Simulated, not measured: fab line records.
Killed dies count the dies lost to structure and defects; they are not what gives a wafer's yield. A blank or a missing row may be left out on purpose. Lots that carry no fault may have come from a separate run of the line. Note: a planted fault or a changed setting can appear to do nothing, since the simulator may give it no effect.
Which of the tools did it?	flow rit_cmos	9 lots, 27 wafers sampled, at 5 steps of a route of 202

WHAT THE GAUGES READ, wafer by wafer
RIT_PWELL_OVL_MEAS_06. Usual: for PWELL_OVL the level is -1.0 nm and the standard deviation is 1.3.
lot	measured	on	PWELL_OVL (nm)	flag
L434	day 2 00:01	overlay-02	1.3 -0.4 -0.1	
L435	day 2 05:19	overlay-01	-2.3 -2.1 -2.5	
L436	day 2 09:22	overlay-01	0.3 -0.4 0.1	
L437	day 2 14:44	overlay-01	-1.8 -2.8 -1.5	
L438	day 2 19:05	overlay-02	-1.4 0.2 -1.3	
L439	day 3 03:05	overlay-02	-0.6 -1.0 -0.4	
L440	day 3 07:21	overlay-02	-1.3 -3.0 -0.2	
L441	day 3 09:58	overlay-01	-0.2 1.9 1.0	
L442	day 3 15:34	overlay-01	0.0 -2.0 -1.1	

RIT_NLDD_OVL_MEAS_06. Usual: for NLDD_OVL the level is -0.5 nm and the standard deviation is 1.6.
lot	measured	on	NLDD_OVL (nm)	flag
L434	day 2 18:52	overlay-02	-1.6 -3.1 -1.7	
L435	day 3 05:20	overlay-02	1.3 3.4 2.0	
L436	day 3 07:52	overlay-01	-2.5 -1.5 -2.8	
L437	day 3 11:09	overlay-02	-2.6 -0.8 -1.6	
L438	day 3 18:58	overlay-01	-0.7 0.4 -0.2	
L439	day 4 04:05	overlay-02	-2.5 -0.2 -1.8	
L440	day 4 06:09	overlay-01	0.9 0.7 -0.7	
L441	day 4 09:11	overlay-01	-1.5 -2.4 -0.8	
L442	day 4 16:57	overlay-02	-1.5 -0.6 -3.8	

RIT_SDANNEAL_RS_MEAS_05: measurement is done with a four-point probe. Usual: for NSD_RS the level is 84.54 ohm/sq and the standard deviation is 0.28.
lot	measured	on	NSD_RS (ohm/sq)	flag
L434	day 3 03:55	film_metro-01	84.69 84.83 84.84	
L435	day 3 13:37	film_metro-03	85.03 84.69 84.71	
L436	day 3 16:10	film_metro-03	84.66 84.69 84.58	
L437	day 3 19:46	film_metro-02	84.10 84.02 83.93	
L438	day 4 03:04	film_metro-01	84.60 84.22 84.32	
L439	day 4 12:26	film_metro-01	126.72 126.91 126.96	OFF
L440	day 4 14:38	film_metro-01	126.37 126.51 126.44	OFF
L441	day 4 17:36	film_metro-03	126.87 126.69 127.08	OFF
L442	day 5 01:00	film_metro-03	127.01 127.16 127.26	OFF

EACH LOT AND THE TOOL THAT RAN IT (in order: tool; ch and the chambers of the sampled wafers; start)
lot	RIT_PWELL_STRIP_09	RIT_NSD_IMPLANT_08
L434	plasma_asher-02 ch 0,1, day 2 00:27	implanter-04 ch 0, day 3 01:26
L435	plasma_asher-03 ch 0,1, day 2 05:48	implanter-04 ch 0, day 3 11:17
L436	plasma_asher-02 ch 0,1, day 2 09:47	implanter-02 ch 0, day 3 13:49
L437	plasma_asher-03 ch 0, day 2 15:22	implanter-04 ch 0, day 3 17:04
L438	plasma_asher-01 ch 0,1, day 2 19:32	implanter-04 ch 0, day 4 00:43
L439	plasma_asher-02 ch 0,1, day 3 03:32	implanter-04 ch 0, day 4 10:04
L440	plasma_asher-01 ch 0,1, day 3 07:50	implanter-04 ch 0, day 4 12:15
L441	plasma_asher-01 ch 0,1, day 3 10:25	implanter-01 ch 0, day 4 14:55
L442	plasma_asher-03 ch 0,1, day 3 16:00	implanter-01 ch 0, day 4 22:32
- RIT_PWELL_STRIP_09: strips in O2, time 180 s.
- RIT_NSD_IMPLANT_08

AS READ BY THE TOOLS THEMSELVES (means over the sampled wafers that have a number; for cases with no such wafer, the mark the record gives instead)
RIT_PWELL_STRIP_09. Usual: drypump_motor_current_A reads 5.8 A (standard deviation 0.43).
lot	tool	drypump_motor_current_A (A)	flag
L434	plasma_asher-02	5.6	
L435	plasma_asher-03	6.3	
L436	plasma_asher-02	5.8	
L437	plasma_asher-03	6.0	
L438	plasma_asher-01	5.5	
L439	plasma_asher-02	5.6	
L440	plasma_asher-01	5.5	
L441	plasma_asher-01	5.5	
L442	plasma_asher-03	6.3	

RIT_NSD_IMPLANT_08. Usual: beam_energy_keV reads 25.001 (standard deviation 0.0081).
lot	tool	beam_energy_keV	flag
L434	implanter-04	25.008	
L435	implanter-04	25.003	
L436	implanter-02	24.998	
L437	implanter-04	24.993	
L438	implanter-04	24.998	
L439	implanter-04	24.998	
L440	implanter-04	24.997	
L441	implanter-01	24.997	
L442	implanter-01	25.002	

THE ANSWER, worked out from the rows above alone
Rule: a lot counts as off when the mean over its wafers that have a number is more than 3 standard deviations away from the usual mean. A lot without any number at a reading at which 4 lots or more have one is off too. Where the step has rows for the other lots, those lots are counted as sound. After the gauges, taken in route order, come the tools' own readings; for these a lot's mean is taken, as printed above. The first step at which some lot is off is used, and at that step the reading that is off furthest; a lot without a number counts as furthest.
Off: L439, L440, L441, L442, at RIT_SDANNEAL_RS_MEAS_05 (NSD_RS).
If a tool, at a process step before that reading, ran all the lots that are off and no sound lot after the first of them, it fits. The gauges at RIT_SDANNEAL_RS_MEAS_05 are tried like those tools. Not one of the candidates tried fits.

WHAT THE SIMULATOR HAD PUT IN
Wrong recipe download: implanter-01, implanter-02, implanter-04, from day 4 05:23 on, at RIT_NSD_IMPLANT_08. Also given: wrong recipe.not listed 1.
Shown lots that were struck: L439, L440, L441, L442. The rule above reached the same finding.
